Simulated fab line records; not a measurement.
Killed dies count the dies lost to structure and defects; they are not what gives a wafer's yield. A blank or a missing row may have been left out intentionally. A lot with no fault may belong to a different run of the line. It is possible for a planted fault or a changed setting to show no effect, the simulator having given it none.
Comparing a struck lot with a sound one || flow ritCmos || 18 out of 202 route steps
Sound: these wafers, L109.1, L109.2, L109.4. The struck wafers were L103.1, L103.4, L103.5. Last of all comes the cause.
For every step that has rows: the tool of each side, followed by ch and its chambers, followed by its first start. Under that, the readings that differ: sound wafers || struck wafers || difference of the means || sigmas: that difference in standard deviations of wafers without a fault.
alike: readings whose means differ by less than 2 such deviations, and words and numbers that are the same on both sides. not compared: withheld readings, readings that some wafer has no value for, bounds like >300 that may hide the same value, and numbers for which the record gives no deviation and whose values overlap.
Wherever a step has rows on one side only, a row that says differs or no value, or a row with sigmas, the two part there. Numbers that don't overlap but have no deviation are shown without sigmas and don't part them. A reading missing from all wafers of one side parts the sides only when that side holds two or more wafers.

first, 4 steps without rows for these wafers: RIT_NSD_SOFTBAKE_02 (time 60 s); RIT_NSD_EXPOSE_03 (exposes mask M9, target cd 40700 nm); RIT_NSD_PEB_04; RIT_NSD_DEVELOP_05 (develop time 50 s).
RIT_NSD_OVL_MEAS_06:
  sound: overlay-01 at day 7 20:55; struck: overlay-02 at day 7 00:31
  alike: NSD_OVL
then, 2 steps without rows for these wafers: RIT_NSD_HARDBAKE_07 (time 60 s); RIT_NSD_IMPLANT_08.
RIT_NSD_STRIP_09: strips in O2, time 180 s.
  sound on plasmaAsher-04 ch 0,1, day 7 21:14; struck on plasmaAsher-03 ch 0, day 7 00:58
  alike: drypumpMotorCurrentA
  not compared: rfHoursCounterH
RIT_NSD_TW_MEAS_10:
  sound: filmMetro-01 at day 7 21:25; struck: filmMetro-01 at day 7 01:09
  alike: NSD_TW
then, 3 steps without rows for these wafers: RIT_PSD_HMDS_00 (prime time 60 s); RIT_PSD_COAT_01 (resist thk 1000 nm); RIT_PSD_SOFTBAKE_02 (time 60 s).
RIT_PSD_EXPOSE_03: exposes mask M10, target cd 40900 nm.
  sound on ilineStepper-01 ch 0, day 7 22:03; struck on ilineStepper-02 ch 0, day 7 01:40
{"reading": "model.PSD.overlayXNm (nm)", "sound": "-2.105 -2.105 -2.105", "struck": "-149.1 -149.1 -149.1", "difference": -147.0, "sigmas": ""}
  alike: mask, reticleTempC
then, 2 steps without rows for these wafers: RIT_PSD_PEB_04; RIT_PSD_DEVELOP_05 (develop time 50 s).
RIT_PSD_OVL_MEAS_06:
  sound: overlay-02 at day 7 22:27; struck: overlay-01 at day 7 02:05
{"reading": "PSD_OVL (nm)", "sound": "-3.3 -1.7 -1.9", "struck": "-150.5 -149.0 -150.3", "difference": -147.6, "sigmas": "-99 or more"}
then, 1 step without rows for these wafers: RIT_PSD_HARDBAKE_07 (time 60 s).
RIT_M1_PROBE_99:
  sound: prober-01 at day 8 06:42; struck: prober-01 at day 7 10:44
{"reading": "model.etest.selectEdgeDiodeP.leakLog10A (angstrom)", "sound": "-10.61 -10.39 -10.41", "struck": "-9.599 -9.423 -9.79", "difference": "+0.866", "sigmas": ""}
  alike: killedAtContacts, killedAtFrontEnd, killedDies, killedOpen, killedShort

== WHERE THEY PART ==
Only at RIT_PSD_OVL_MEAS_06, within this record. Later steps at which nothing parts them and some readings are alike: RIT_M1_PROBE_99.

WHY: the cause the simulator had injected
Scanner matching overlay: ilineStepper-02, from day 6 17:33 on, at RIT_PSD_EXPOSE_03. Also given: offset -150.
